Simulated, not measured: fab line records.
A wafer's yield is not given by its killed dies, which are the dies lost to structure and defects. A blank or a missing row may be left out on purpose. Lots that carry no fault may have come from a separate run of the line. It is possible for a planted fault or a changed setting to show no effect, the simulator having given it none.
Struck lot and sound lot, side by side -- flow rit cmos -- 15 out of 202 route steps
Sound: wafers L990.1, L990.3, L990.5. The struck wafers were L994.4, L994.5, L994.6. The cause is named last.
Per side, at each step with rows, come the tool, then ch with its chambers, and then its first start. Under that, the readings that differ: sound wafers -- struck wafers -- difference of the means -- sigmas: that difference in standard deviations of wafers without a fault.
alike: same words and numbers on both sides, and readings whose means sit less than 2 such deviations apart. not compared: any withheld reading, any reading some wafer has no value for, any bound like >300 that may hide the same value, and any number with overlapping values for which the record gives no deviation.
The two part at a step that has a row with sigmas, a row that says differs or no value, or rows on one side only. Numbers that don't overlap but have no deviation are shown without sigmas and don't part them. A reading that every wafer of one side lacks parts them only if that side has two wafers or more.

first, 1 step without rows for these wafers: RIT_SILICIDE_WET_ETCH_00 (etches SiO2 in BOE, target depth 14 nm, time 15 s).
RIT_SILICIDE_SPUTTER_01: material Ti, target thk 30 nm, time 240 s.
  sound: pvd sputter-03 at day 4 12:52; struck: pvd sputter-01 at day 5 06:44
  alike: throttle valve pct
RIT_SILICIDE_RS_MEAS_02: measures by four-point-probe.
  sound: film metro-01 at day 4 13:01; struck: film metro-04 at day 5 06:56
  alike: SILICIDE_TI_RS
RIT_SILICIDE_THK_MEAS_03: measures by xrf.
  sound: film metro-01 at day 4 13:08; struck: film metro-04 at day 5 07:02
  alike: SILICIDE_TI_THK
RIT_SILICIDE_RTA_04: time 10 s, ramp up 5 s, ramp down 5 s.
  sound on rtp anneal-02 ch 0, day 4 13:11; struck on rtp anneal-02 ch 0, day 5 07:05
  alike: wafer_temp_C_max
then, 1 step without rows for these wafers: RIT_SILICIDE_WET_ETCH_05 (etches Ti in SPM, time 120 s).
RIT_SILICIDE_RTA_06: time 10 s, ramp up 5 s, ramp down 10 s.
  sound on rtp anneal-01 ch 0, day 4 13:20; struck on rtp anneal-01 ch 0, day 5 07:12
  alike: wafer_temp_C_max
RIT_CONTACT_CVD_00: deposits SiO2 from TEOS, target thk 400 nm, time 61 s.
  sound on pecvd-03 ch 0,1,2, day 4 13:25; struck on pecvd-02 ch 0,1,2, day 5 07:16
  alike: heater power w
RIT_CONTACT_THK_MEAS_01:
  sound: film metro-01 at day 4 13:28; struck: film metro-02 at day 5 07:19
  alike: CONTACT_TEOS_THK
then, 3 steps without rows for these wafers: RIT_CONTACT_HMDS_02 (prime time 60 s); RIT_CONTACT_COAT_03 (resist thk 1000 nm); RIT_CONTACT_SOFTBAKE_04 (time 60 s).
RIT_CONTACT_EXPOSE_05: exposes mask M11, target cd 1000 nm.
  sound on iline stepper-02 ch 0, day 4 14:06; struck on iline stepper-02 ch 0, day 5 07:59
reading,sound,struck,difference,sigmas
model.CONTACT.overlay x nm (nm),0.8029 0.8029 0.8029,0.8463 0.8463 0.8463,+0.0434,
  alike: mask, exposure dose mJ cm2
following that, these wafers have no rows for 1 step: RIT_CONTACT_PEB_06.
RIT_M1_PROBE_99:
  sound: prober-01 at day 4 20:01; struck: prober-01 at day 5 13:47
  alike: killed at contacts, killed at front end, killed dies, killed open, killed short

## WHERE THEY PART
Nowhere in this record.

WHY: the cause the simulator had injected
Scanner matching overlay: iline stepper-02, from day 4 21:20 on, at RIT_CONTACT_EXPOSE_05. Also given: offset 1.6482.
